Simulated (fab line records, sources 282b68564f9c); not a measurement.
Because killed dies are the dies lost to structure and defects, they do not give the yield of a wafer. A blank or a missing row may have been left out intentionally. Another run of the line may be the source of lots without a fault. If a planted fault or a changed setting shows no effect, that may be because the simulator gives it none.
Struck lot and sound lot, side by side	flow rit_cmos	22 steps out of a route of 202
Sound: wafers L715.1, L715.5, L715.6. The struck wafers were L721.3, L721.5, L721.6. The cause is named last.
Order at every step that has rows: each side's tool, ch and its chambers, its first start. Under that, the readings that differ: sound wafers	struck wafers	difference of the means	sigmas: that difference in standard deviations of wafers without a fault.
alike: words and numbers the same on both sides, and readings whose means are apart by under 2 such deviations; not compared: readings that were withheld, readings missing a value for some wafer, numbers with overlapping values and no deviation given by the record, and bounds like >300 which may hide the same value.
The two part at a step that has a row with sigmas, a row that says differs or no value, or rows on one side only. Non-overlapping numbers with no deviation appear without sigmas and do not part them. Lack of a reading on every wafer of one side parts them only where that side has two or more wafers.

first, 2 steps without rows for these wafers: RIT_NSD_HARDBAKE_07 (time 60 s); RIT_NSD_IMPLANT_08.
RIT_NSD_STRIP_09: strips in O2, time 180 s.
  sound on plasma_asher-03 ch 0,1, day 3 04:29; struck on plasma_asher-02 ch 0,1, day 4 13:11
  alike: drypump_motor_current_A
  not compared: rf_hours_counter_h
RIT_NSD_TW_MEAS_10:
  sound on film_metro-02 at day 3 04:40; struck on film_metro-01 at day 4 13:20
  alike: NSD_TW
then, 6 steps without rows for these wafers: RIT_PSD_HMDS_00 (prime time 60 s); RIT_PSD_COAT_01 (resist thk 1000 nm); RIT_PSD_SOFTBAKE_02 (time 60 s); RIT_PSD_EXPOSE_03 (exposes mask M10, target cd 40900 nm); RIT_PSD_PEB_04; RIT_PSD_DEVELOP_05 (develop time 50 s).
RIT_PSD_OVL_MEAS_06:
  sound on overlay-02 at day 3 05:41; struck on overlay-02 at day 4 14:15
  alike: PSD_OVL
then, 1 step without rows for these wafers: RIT_PSD_HARDBAKE_07 (time 60 s).
RIT_PSD_IMPLANT_08:
  sound on implanter-03 ch 0, day 3 05:53; struck on implanter-03 ch 0, day 4 14:29
reading	sound	struck	difference	sigmas
tilt_deg (degrees)	7.000 6.997 7.005	3.032 3.016 3.013	-3.980	-99 or more
RIT_PSD_STRIP_09: strips in O2, time 180 s.
  sound on plasma_asher-03 ch 0,1, day 3 06:02; struck on plasma_asher-03 ch 0,1, day 4 14:38
  alike: drypump_motor_current_A
  not compared: rf_hours_counter_h
RIT_PSD_TW_MEAS_10:
  sound on film_metro-01 at day 3 06:13; struck on film_metro-02 at day 4 14:46
  alike: PSD_TW
then, 3 steps without rows for these wafers: RIT_SDANNEAL_CLEAN_00 (cleans in SC1, time 600 s); RIT_SDANNEAL_CLEAN_01 (cleans in dHF, time 30 s); RIT_SDANNEAL_CLEAN_02 (cleans in SC2, time 600 s).
RIT_SDANNEAL_RTA_03: time 5 s.
  sound on rtp_anneal-02 ch 0, day 3 06:38; struck on rtp_anneal-02 ch 0, day 4 15:12
  alike: ramp_up_c_per_s, wafer_temp_C_max
RIT_SDANNEAL_RS_MEAS_04: a four-point-probe measurement.
  sound on film_metro-01 at day 3 06:41; struck on film_metro-01 at day 4 15:38
reading	sound	struck	difference	sigmas
PSD_RS (ohm/sq)	116.07 115.90 116.11	120.52 120.40 120.50	+4.45	+17
  not compared: hold
RIT_SDANNEAL_RS_MEAS_05: a four-point-probe measurement.
  sound on film_metro-01 at day 3 06:49; struck on film_metro-01 at day 4 19:17
reading	sound	struck	difference	sigmas
hold	- - -	await_dispo/3.5h/release await_dispo/3.5h/release await_dispo/3.5h/release	no value on the sound wafers	
  alike: NSD_RS
RIT_M1_PROBE_99:
  record: rows for the struck wafers here (prober-01, day 5 04:02), none for the sound ones

## WHERE THEY PART
First at RIT_PSD_IMPLANT_08; last, within this record, at RIT_M1_PROBE_99.

WHY: what had been put in by the simulator
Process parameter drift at RIT_PSD_IMPLANT_08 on implanter-03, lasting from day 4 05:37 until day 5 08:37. From 7, the setting tilt_deg moved by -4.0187. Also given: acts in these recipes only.
